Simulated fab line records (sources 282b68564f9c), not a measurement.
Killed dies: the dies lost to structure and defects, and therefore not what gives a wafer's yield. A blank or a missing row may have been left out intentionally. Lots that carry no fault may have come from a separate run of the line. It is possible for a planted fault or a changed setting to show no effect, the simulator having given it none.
fab line records :: flow ritCmos
[record]
  lots = 13
  wafers = 39
  lastDay = 8
route steps=202 shown SPACER@128 M1@202
lots that met no fault: taken from a fault-free run of the same line
startH: hours from the record's first day to the start of the lot's first wafer shown :: waitH: time in hours since the lot's previous step :: " unchanged from the row above :: L1.1+2: a single row standing in for several wafers :: - value missing, or start not given :: * or withheld: withheld :: < > ~ a bound
route shown NAME@n: a module of which the file shows steps, and the number in the route of the first :: usual: mean and standard deviation over wafers with no fault :: same: alike in all rows :: chamber/n: place in a boat :: sites: the reading at each site :: _std_site: the values' standard deviation :: _edge_site: mean of outer sites minus mean of inner sites :: radiusMm: how far each site lies from the wafer's centre :: mask NAME#n: copy n :: behind: the tool/chamber that last shaped the wafer :: hold: why the lot was held/for how many hours/how that ended :: device: the transistor (n, p or np) that didn't switch :: end of line: tests run on the same wafers once the route is complete :: a step without rows: its recipe alone :: killed: the dies lost at the first sort to structure and to defects; this is not the yield of the wafer :: map: dies across one wafer; x = killed, . = not, _ = none there
set.NAME: the setting the step ran with; set.NAME@STEP: the setting that earlier step ran with :: model.NAME: the simulator's own value behind a step, which no gauge read
a sample of lots followed through the steps of the route, with each step as a table and each wafer as a row
services: when a tool's chamber went out of use (startH, in hours from the record's first day, below 0 if earlier), for how many hours, and the reason
[[steps]]
[step RIT_SPACER_CVD_03]
[recipe]
  material = Si3N4
  targetThkNm = 250
  tempC = 810
  precursor = SiH2Cl2/NH3
  timeS = 3347
  pressureMtorr = 300
  sih2cl2FlowSccm = 60
  nh3FlowSccm = 150
[usual]
  sih2cl2FlowSccm = 60.01/0.19
  spikeTcCentreC = 812.2/1.5
  zonePowerLoadPct = 19.1/0.94
lot.wafer: L819.2
tool: lpcvd-02
chamber: 1
startH: 57.43
waitH: 0.0
sih2cl2FlowSccm: 59.83
spikeTcCentreC: 810.6
zonePowerLoadPct: 19.3

lot.wafer: L819.4
tool: lpcvd-02
chamber: 1
startH: 57.43
waitH: 0.0
sih2cl2FlowSccm: 60.07
spikeTcCentreC: 811.0
zonePowerLoadPct: 19.3

lot.wafer: L819.6
tool: lpcvd-02
chamber: 1
startH: 57.43
waitH: 0.0
sih2cl2FlowSccm: 59.86
spikeTcCentreC: 810.8
zonePowerLoadPct: 19.1

lot.wafer: L820.2
tool: lpcvd-01
chamber: 0
startH: 60.06
waitH: 0.0
sih2cl2FlowSccm: 59.89
spikeTcCentreC: 814.0
zonePowerLoadPct: 20.0

lot.wafer: L820.3
tool: lpcvd-01
chamber: 0
startH: 60.06
waitH: 0.0
sih2cl2FlowSccm: 60.02
spikeTcCentreC: 815.0
zonePowerLoadPct: 20.3

lot.wafer: L820.6
tool: lpcvd-01
chamber: 0
startH: 60.06
waitH: 0.0
sih2cl2FlowSccm: 59.93
spikeTcCentreC: 813.3
zonePowerLoadPct: 20.5

lot.wafer: L821.1
tool: lpcvd-01
chamber: 0
startH: 62.65
waitH: 0.0
sih2cl2FlowSccm: 59.93
spikeTcCentreC: 814.3
zonePowerLoadPct: 20.4

lot.wafer: L821.3
tool: lpcvd-01
chamber: 0
startH: 62.65
waitH: 0.0
sih2cl2FlowSccm: 60.04
spikeTcCentreC: 814.7
zonePowerLoadPct: 19.9

lot.wafer: L821.5
tool: lpcvd-01
chamber: 0
startH: 62.65
waitH: 0.0
sih2cl2FlowSccm: 59.79
spikeTcCentreC: 814.8
zonePowerLoadPct: 20.1

lot.wafer: L822.2
tool: lpcvd-02
chamber: 1
startH: 74.16
waitH: 0.0
sih2cl2FlowSccm: 60.01
spikeTcCentreC: 810.5
zonePowerLoadPct: 19.2

lot.wafer: L822.3
tool: lpcvd-02
chamber: 1
startH: 74.16
waitH: 0.0
sih2cl2FlowSccm: 59.86
spikeTcCentreC: 812.3
zonePowerLoadPct: 19.4

lot.wafer: L822.6
tool: lpcvd-02
chamber: 1
startH: 74.16
waitH: 0.0
sih2cl2FlowSccm: 59.88
spikeTcCentreC: 811.4
zonePowerLoadPct: 19.2

lot.wafer: L823.3
tool: lpcvd-01
chamber: 1
startH: 75.55
waitH: 1.2
sih2cl2FlowSccm: 59.93
spikeTcCentreC: 813.9
zonePowerLoadPct: 17.7

lot.wafer: L823.4
tool: lpcvd-01
chamber: 1
startH: 75.55
waitH: 1.2
sih2cl2FlowSccm: 60.23
spikeTcCentreC: 813.0
zonePowerLoadPct: 17.8

lot.wafer: L823.5
tool: lpcvd-01
chamber: 1
startH: 75.55
waitH: 1.2
sih2cl2FlowSccm: 60.35
spikeTcCentreC: 812.1
zonePowerLoadPct: 17.6

lot.wafer: L824.1
tool: lpcvd-01
chamber: 1
startH: 78.88
waitH: 1.5
sih2cl2FlowSccm: 60.11
spikeTcCentreC: 813.4
zonePowerLoadPct: 17.4

lot.wafer: L824.4
tool: lpcvd-01
chamber: 1
startH: 78.88
waitH: 1.5
sih2cl2FlowSccm: 60.27
spikeTcCentreC: 813.0
zonePowerLoadPct: 17.5

lot.wafer: L824.5
tool: lpcvd-01
chamber: 1
startH: 78.88
waitH: 1.5
sih2cl2FlowSccm: 60.26
spikeTcCentreC: 812.6
zonePowerLoadPct: 18.1

lot.wafer: L827.1
tool: lpcvd-02
chamber: 0
startH: 96.84
waitH: 0.0
sih2cl2FlowSccm: 59.70
spikeTcCentreC: 811.4
zonePowerLoadPct: 20.1

lot.wafer: L827.3
tool: lpcvd-02
chamber: 0
startH: 96.84
waitH: 0.0
sih2cl2FlowSccm: 59.78
spikeTcCentreC: 811.3
zonePowerLoadPct: 19.7

lot.wafer: L827.5
tool: lpcvd-02
chamber: 0
startH: 96.84
waitH: 0.0
sih2cl2FlowSccm: 60.04
spikeTcCentreC: 811.5
zonePowerLoadPct: 20.2

lot.wafer: L829.2
tool: lpcvd-01
chamber: 1
startH: 109.61
waitH: 0.6
sih2cl2FlowSccm: 59.89
spikeTcCentreC: 811.2
zonePowerLoadPct: 17.6

lot.wafer: L829.5
tool: lpcvd-01
chamber: 1
startH: 109.61
waitH: 0.6
sih2cl2FlowSccm: 59.90
spikeTcCentreC: 812.4
zonePowerLoadPct: 17.9

lot.wafer: L829.6
tool: lpcvd-01
chamber: 1
startH: 109.61
waitH: 0.6
sih2cl2FlowSccm: 60.09
spikeTcCentreC: 812.3
zonePowerLoadPct: 17.7

lot.wafer: L830.3
tool: lpcvd-02
chamber: 0
startH: 112.47
waitH: 0.0
sih2cl2FlowSccm: 60.27
spikeTcCentreC: 810.7
zonePowerLoadPct: 19.6

lot.wafer: L830.4
tool: lpcvd-02
chamber: 0
startH: 112.47
waitH: 0.0
sih2cl2FlowSccm: 60.29
spikeTcCentreC: 810.3
zonePowerLoadPct: 20.2

lot.wafer: L830.6
tool: lpcvd-02
chamber: 0
startH: 112.47
waitH: 0.0
sih2cl2FlowSccm: 60.15
spikeTcCentreC: 810.9
zonePowerLoadPct: 20.2

lot.wafer: L831.1
tool: lpcvd-01
chamber: 0
startH: 112.71
waitH: 0.0
sih2cl2FlowSccm: 59.98
spikeTcCentreC: 815.0
zonePowerLoadPct: 20.3

lot.wafer: L831.2
tool: lpcvd-01
chamber: 0
startH: 112.71
waitH: 0.0
sih2cl2FlowSccm: 59.99
spikeTcCentreC: 812.0
zonePowerLoadPct: 20.0

lot.wafer: L831.3
tool: lpcvd-01
chamber: 0
startH: 112.71
waitH: 0.0
sih2cl2FlowSccm: 59.76
spikeTcCentreC: 812.4
zonePowerLoadPct: 20.2

lot.wafer: L838.4
tool: lpcvd-02
chamber: 1
startH: 160.92
waitH: 1.7
sih2cl2FlowSccm: 60.08
spikeTcCentreC: 811.6
zonePowerLoadPct: 18.9

lot.wafer: L838.5
tool: lpcvd-02
chamber: 1
startH: 160.92
waitH: 1.7
sih2cl2FlowSccm: 60.38
spikeTcCentreC: 812.6
zonePowerLoadPct: 18.9

lot.wafer: L838.6
tool: lpcvd-02
chamber: 1
startH: 160.92
waitH: 1.7
sih2cl2FlowSccm: 60.58
spikeTcCentreC: 810.7
zonePowerLoadPct: 19.4

lot.wafer: L840.1
tool: lpcvd-01
chamber: 0
startH: 164.82
waitH: 0.0
sih2cl2FlowSccm: 59.95
spikeTcCentreC: 813.9
zonePowerLoadPct: 20.2

lot.wafer: L840.4
tool: lpcvd-01
chamber: 0
startH: 164.82
waitH: 0.0
sih2cl2FlowSccm: 59.63
spikeTcCentreC: 815.6
zonePowerLoadPct: 20.1

lot.wafer: L840.6
tool: lpcvd-01
chamber: 0
startH: 164.82
waitH: 0.0
sih2cl2FlowSccm: 59.99
spikeTcCentreC: 814.2
zonePowerLoadPct: 20.2

lot.wafer: L839.1
tool: lpcvd-02
chamber: 1
startH: 167.45
waitH: 0.4
sih2cl2FlowSccm: 60.04
spikeTcCentreC: 811.6
zonePowerLoadPct: 18.9

lot.wafer: L839.3
tool: lpcvd-02
chamber: 1
startH: 167.45
waitH: 0.4
sih2cl2FlowSccm: 60.35
spikeTcCentreC: 810.9
zonePowerLoadPct: 19.2

lot.wafer: L839.6
tool: lpcvd-02
chamber: 1
startH: 167.45
waitH: 0.4
sih2cl2FlowSccm: 60.08
spikeTcCentreC: 812.2
zonePowerLoadPct: 19.4
[step RIT_SPACER_THK_MEAS_04]
[recipe]
  reads = Si3N4_of_SPACER_CVD_03
[usual]
  SPACER_NITRIDE_THK = 253.0/2.3
lot.wafer: L819.2
tool: filmMetro-02
chamber: -
startH: 59.36
waitH: 0.0
hold: -
SPACER_NITRIDE_THK[nm]: 256.1

lot.wafer: L819.4
tool: filmMetro-02
chamber: -
startH: 59.36
waitH: 0.0
hold: -
SPACER_NITRIDE_THK[nm]: 257.2

lot.wafer: L819.6
tool: filmMetro-02
chamber: -
startH: 59.36
waitH: 0.0
hold: -
SPACER_NITRIDE_THK[nm]: 256.6

lot.wafer: L820.2
tool: filmMetro-01
chamber: -
startH: 61.99
waitH: 0.0
hold: -
SPACER_NITRIDE_THK[nm]: 255.5

lot.wafer: L820.3
tool: filmMetro-01
chamber: -
startH: 61.99
waitH: 0.0
hold: -
SPACER_NITRIDE_THK[nm]: 254.6

lot.wafer: L820.6
tool: filmMetro-01
chamber: -
startH: 61.99
waitH: 0.0
hold: -
SPACER_NITRIDE_THK[nm]: 253.0

lot.wafer: L821.1
tool: filmMetro-03
chamber: -
startH: 64.56
waitH: 0.0
hold: -
SPACER_NITRIDE_THK[nm]: 251.7

lot.wafer: L821.3
tool: filmMetro-03
chamber: -
startH: 64.56
waitH: 0.0
hold: -
SPACER_NITRIDE_THK[nm]: 252.3

lot.wafer: L821.5
tool: filmMetro-03
chamber: -
startH: 64.56
waitH: 0.0
hold: -
SPACER_NITRIDE_THK[nm]: 250.3

lot.wafer: L822.2
tool: filmMetro-02
chamber: -
startH: 77.04
waitH: 0.0
hold: -
SPACER_NITRIDE_THK[nm]: 253.4

lot.wafer: L822.3
tool: filmMetro-02
chamber: -
startH: 77.04
waitH: 0.0
hold: -
SPACER_NITRIDE_THK[nm]: 251.7

lot.wafer: L822.6
tool: filmMetro-02
chamber: -
startH: 77.04
waitH: 0.0
hold: -
SPACER_NITRIDE_THK[nm]: 250.7

lot.wafer: L823.3
tool: filmMetro-03
chamber: -
startH: 77.48
waitH: 0.0
hold: -
SPACER_NITRIDE_THK[nm]: 251.0

lot.wafer: L823.4
tool: filmMetro-03
chamber: -
startH: 77.48
waitH: 0.0
hold: -
SPACER_NITRIDE_THK[nm]: 252.4

lot.wafer: L823.5
tool: filmMetro-03
chamber: -
startH: 77.48
waitH: 0.0
hold: -
SPACER_NITRIDE_THK[nm]: 253.0

lot.wafer: L824.1
tool: filmMetro-01
chamber: -
startH: 80.80
waitH: 0.0
hold: -
SPACER_NITRIDE_THK[nm]: 250.6

lot.wafer: L824.4
tool: filmMetro-01
chamber: -
startH: 80.80
waitH: 0.0
hold: -
SPACER_NITRIDE_THK[nm]: 252.5

lot.wafer: L824.5
tool: filmMetro-01
chamber: -
startH: 80.80
waitH: 0.0
hold: -
SPACER_NITRIDE_THK[nm]: 249.7

lot.wafer: L827.1
tool: filmMetro-02
chamber: -
startH: 98.76
waitH: 0.0
hold: -
SPACER_NITRIDE_THK[nm]: 254.4

lot.wafer: L827.3
tool: filmMetro-02
chamber: -
startH: 98.76
waitH: 0.0
hold: -
SPACER_NITRIDE_THK[nm]: 254.4

lot.wafer: L827.5
tool: filmMetro-02
chamber: -
startH: 98.76
waitH: 0.0
hold: -
SPACER_NITRIDE_THK[nm]: 253.9

lot.wafer: L829.2
tool: filmMetro-03
chamber: -
startH: 112.50
waitH: 0.0
hold: -
SPACER_NITRIDE_THK[nm]: 253.2

lot.wafer: L829.5
tool: filmMetro-03
chamber: -
startH: 112.50
waitH: 0.0
hold: -
SPACER_NITRIDE_THK[nm]: 251.4

lot.wafer: L829.6
tool: filmMetro-03
chamber: -
startH: 112.50
waitH: 0.0
hold: -
SPACER_NITRIDE_THK[nm]: 255.1

lot.wafer: L830.3
tool: filmMetro-02
chamber: -
startH: 114.41
waitH: 0.0
hold: awaitDispo/0.2h/release
SPACER_NITRIDE_THK[nm]: 244.7

lot.wafer: L830.4
tool: filmMetro-02
chamber: -
startH: 114.41
waitH: 0.0
hold: awaitDispo/0.2h/release
SPACER_NITRIDE_THK[nm]: 242.2

lot.wafer: L830.6
tool: filmMetro-02
chamber: -
startH: 114.41
waitH: 0.0
hold: awaitDispo/0.2h/release
SPACER_NITRIDE_THK[nm]: 245.1

lot.wafer: L830.3
tool: filmMetro-02
chamber: -
startH: 114.63
waitH: 0.2
hold: -
SPACER_NITRIDE_THK[nm]: 244.8

lot.wafer: L830.4
tool: filmMetro-02
chamber: -
startH: 114.63
waitH: 0.2
hold: -
SPACER_NITRIDE_THK[nm]: 242.3

lot.wafer: L830.6
tool: filmMetro-02
chamber: -
startH: 114.63
waitH: 0.2
hold: -
SPACER_NITRIDE_THK[nm]: 245.1

lot.wafer: L831.1
tool: filmMetro-03
chamber: -
startH: 115.59
waitH: 0.0
hold: -
SPACER_NITRIDE_THK[nm]: 252.8

lot.wafer: L831.2
tool: filmMetro-03
chamber: -
startH: 115.59
waitH: 0.0
hold: -
SPACER_NITRIDE_THK[nm]: 252.4

lot.wafer: L831.3
tool: filmMetro-03
chamber: -
startH: 115.59
waitH: 0.0
hold: -
SPACER_NITRIDE_THK[nm]: 253.6

lot.wafer: L838.4
tool: filmMetro-03
chamber: -
startH: 162.87
waitH: 0.0
hold: -
SPACER_NITRIDE_THK[nm]: 258.0

lot.wafer: L838.5
tool: filmMetro-03
chamber: -
startH: 162.87
waitH: 0.0
hold: -
SPACER_NITRIDE_THK[nm]: 254.3

lot.wafer: L838.6
tool: filmMetro-03
chamber: -
startH: 162.87
waitH: 0.0
hold: -
SPACER_NITRIDE_THK[nm]: 253.5

lot.wafer: L840.1
tool: filmMetro-02
chamber: -
startH: 167.69
waitH: 0.0
hold: -
SPACER_NITRIDE_THK[nm]: 252.7

lot.wafer: L840.4
tool: filmMetro-02
chamber: -
startH: 167.69
waitH: 0.0
hold: -
SPACER_NITRIDE_THK[nm]: 254.3

lot.wafer: L840.6
tool: filmMetro-02
chamber: -
startH: 167.69
waitH: 0.0
hold: -
SPACER_NITRIDE_THK[nm]: 254.8

lot.wafer: L839.1
tool: filmMetro-02
chamber: -
startH: 169.36
waitH: 0.0
hold: -
SPACER_NITRIDE_THK[nm]: 257.1

lot.wafer: L839.3
tool: filmMetro-02
chamber: -
startH: 169.36
waitH: 0.0
hold: -
SPACER_NITRIDE_THK[nm]: 255.3

lot.wafer: L839.6
tool: filmMetro-02
chamber: -
startH: 169.36
waitH: 0.0
hold: -
SPACER_NITRIDE_THK[nm]: 255.2
[step RIT_M1_PROBE_99]
[usual]
  killedAtContacts = 0.0/0.2
  killedAtFrontEnd = 7.0/2.8
  killedDies = 7.0/2.8
  killedOpen = 3.4/1.9
  killedShort = 3.6/2
[same]
  grossDies = 264
  killed_at_M0_to_M3 = 0
  killed_at_M4_up = 0
  killedAtBackSide = 0
  killedAtOther = 0
lot.wafer: L830.3
tool: prober-02
chamber: -
startH: 129.31
waitH: 0.2
killedAtContacts: 0
killedAtFrontEnd: 13
killedDies: 13
killedOpen: 4
killedShort: 9

lot.wafer: L830.4
tool: prober-02
chamber: -
startH: 129.36
waitH: 0.2
killedAtContacts: 0
killedAtFrontEnd: 7
killedDies: 7
killedOpen: 3
killedShort: 4

lot.wafer: L830.6
tool: prober-02
chamber: -
startH: 129.46
waitH: 0.2
killedAtContacts: 0
killedAtFrontEnd: 8
killedDies: 8
killedOpen: 3
killedShort: 5
// killed by level:class
L830.3 REOX:geometricParticle:short=3 GATE:geometricParticle:short=3 FOX1:geometricParticle:open=1 FOX1:geometricParticle:short=1 FOX2:geometricParticle:short=1 GATE:geometricParticle:open=1 SPACER:geometricParticle:open=1 SPACER:geometricParticle:short=1
L830.4 GATE:geometricParticle:short=3 ACTIVE:geometricParticle:open=1 FOX2:geometricParticle:short=1 FOX2:geometricParticle:open=1 GATE:geometricParticle:open=1
L830.6 GATE:geometricParticle:short=2 GATE:geometricParticle:open=2 SILICIDE:geometricParticle:short=2 REOX:geometricParticle:short=1 SILICIDE:geometricParticle:open=1
[[services]]
tool: lpcvd-01
chamber: -
startH: 122.21
hours: 2.8
kind: pm

tool: lpcvd-02
chamber: -
startH: 166.71
hours: 0.7
kind: repair
[[key]]
[firstSign]
  step = RIT_SPACER_THK_MEAS_04
  reading = visit
  direction = added
[effect]
  step = RIT_SPACER_THK_MEAS_04
  reading = SPACER_NITRIDE_THK
  direction = down
  sigmas = 4
  usual = 253.0
  struck = 244.0
metAt RIT_SPACER_CVD_03
struckLots L830
struckWafers L830.3,L830.4,L830.6
testerLeftOut L830
onsetBetween 96.84 112.47
[fault]
  kind = siteProfileDrift
  tool = lpcvd-02
  chamber = 0
  onsetH = 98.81
  steps = RIT_SPACER_CVD_03
  basis = fraction
  maxAbsDrift = 0.041112
  slopeSharePerHr = 20.556
  sitePattern = 0,0,0,0,0,-1,-1,-1,-1
// testerLeftOut: of these lots the tester's yield and bins aren't shown, on N5 and GAA mostly nor the transistor test; their killed dies are dies lost to structure and defects alone, not to doping, threshold or leakage, so they don't give the yield
